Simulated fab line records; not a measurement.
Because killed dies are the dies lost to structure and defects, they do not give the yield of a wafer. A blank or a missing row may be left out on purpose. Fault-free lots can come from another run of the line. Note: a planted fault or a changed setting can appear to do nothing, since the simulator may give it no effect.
2 desks, one fault | flow ritCmos | each desk holds nothing but its own numbers, with what lay behind them at the end

## AT THE METROLOGY DESK
What the gauges read, lot by lot, whatever tool the lot ran on: means of the sampled wafers that have a number. If a lot's mean is further than 4 standard deviations from the usual mean, the lot is out of limits and carries the mark OUT (the distance appears in the brackets).
Columns: A = PSD_TW at RIT_PSD_TW_MEAS_10, usual 3429; B = PSD_RS at RIT_SDANNEAL_RS_MEAS_04, usual 115.78 ohm/sq
lot  | first seen here | A              | B
L595 | day 3 15:59     | 3419           | 115.86
L596 | day 3 18:39     | 3457           | 115.94
L598 | day 3 23:48     | 3447           | 116.12
L599 | day 4 07:22     | 3437           | 115.82
L601 | day 4 11:31     | 3466           | 115.77
L602 | day 4 22:45     | 3457           | 116.02
L604 | day 5 01:08     | 3420           | 115.97
L606 | day 5 18:08     | 3449           | 115.76
L607 | day 5 20:24     | 3477           | 114.95
L608 | day 6 00:55     | 3471           | 116.31
L610 | day 6 12:38     | 3390           | 115.64
L612 | day 6 21:03     | 2620 (-26) OUT | 150.10 (+99 or more) OUT
L614 | day 7 05:23     | 2638 (-26) OUT | 153.79 (+99 or more) OUT
L615 | day 7 07:23     | 2574 (-28) OUT | 152.66 (+99 or more) OUT
L618 | day 8 02:01     | 3436           | 115.71
This desk's result: L612, L614, L615 out of limits, first on L612 (PSD_TW at RIT_PSD_TW_MEAS_10), day 6 21:03. In limits: L595, L596, L598, L599, L601, L602, L604, L606, L607, L608, L610, L618.

## FOR THE TOOL OWNER'S DESK: implanter-01
For each lot that ran on this tool, the mean over its sampled wafers that have a number, from the tool's own readings at RIT_PSD_IMPLANT_08. If a lot's mean is further than 4 standard deviations from the usual mean, the lot is out of limits and carries the mark OUT (the distance appears in the brackets).
Columns: A = beamEnergyKeV at RIT_PSD_IMPLANT_08, usual 27.000; B = beamOnS at RIT_PSD_IMPLANT_08, usual 13.8 s; C = doseIonsCm2 at RIT_PSD_IMPLANT_08, usual 5e+15; D = endStationPressureTorr at RIT_PSD_IMPLANT_08, usual 1.34e-05 Torr; E = faradayCurrentUA at RIT_PSD_IMPLANT_08, usual 11207
lot  | first seen here | A      | B              | C                       | D                   | E
L595 | day 3 15:40     | 26.995 | 14.7           | 5e+15                   | 1.28e-05            | 10488
L599 | day 4 07:03     | 26.999 | 14.7           | 5e+15                   | 1.26e-05            | 10496
L601 | day 4 11:13     | 27.000 | 14.4           | 5e+15                   | 1.26e-05            | 10714
L610 | day 6 12:18     | 27.018 | 14.9           | 5e+15                   | 1.27e-05            | 10322
L612 | day 6 20:44     | 27.006 | 10.0           | 1e+15 (-99 or more) OUT | 7.53e-06 (-5.9) OUT | 3119 (-10) OUT
L614 | day 7 05:07     | 26.994 | 9.8 (-4.0) OUT | 1e+15 (-99 or more) OUT | 7.13e-06 (-6.3) OUT | 3184 (-10) OUT
L615 | day 7 07:05     | 26.989 | 10.1           | 1e+15 (-99 or more) OUT | 7.60e-06 (-5.8) OUT | 3105 (-10) OUT
This desk finds L612, L614, L615 out of limits, L612 being first, at day 6 20:44 (doseIonsCm2 at RIT_PSD_IMPLANT_08). In limits: L595, L599, L601, L610.

## PUT TOGETHER
The tool owner's desk had the chance to raise an alarm at day 6 20:44 on L612, L614, L615.
On L612, L614, L615, the metrology desk was in a position to raise an alarm at day 6 21:03.
All the named lots went through RIT_PSD_IMPLANT_08 on implanter-01.

## WHAT THE SIMULATOR HAD INSERTED
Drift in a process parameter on implanter-01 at RIT_PSD_IMPLANT_08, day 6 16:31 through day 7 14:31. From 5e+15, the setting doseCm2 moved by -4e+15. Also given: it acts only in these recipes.
Shown lots that were struck: L612, L614, L615.
Fault start to first reading out of limits, in hours, per desk: tool owner, 4; metrology, 5.
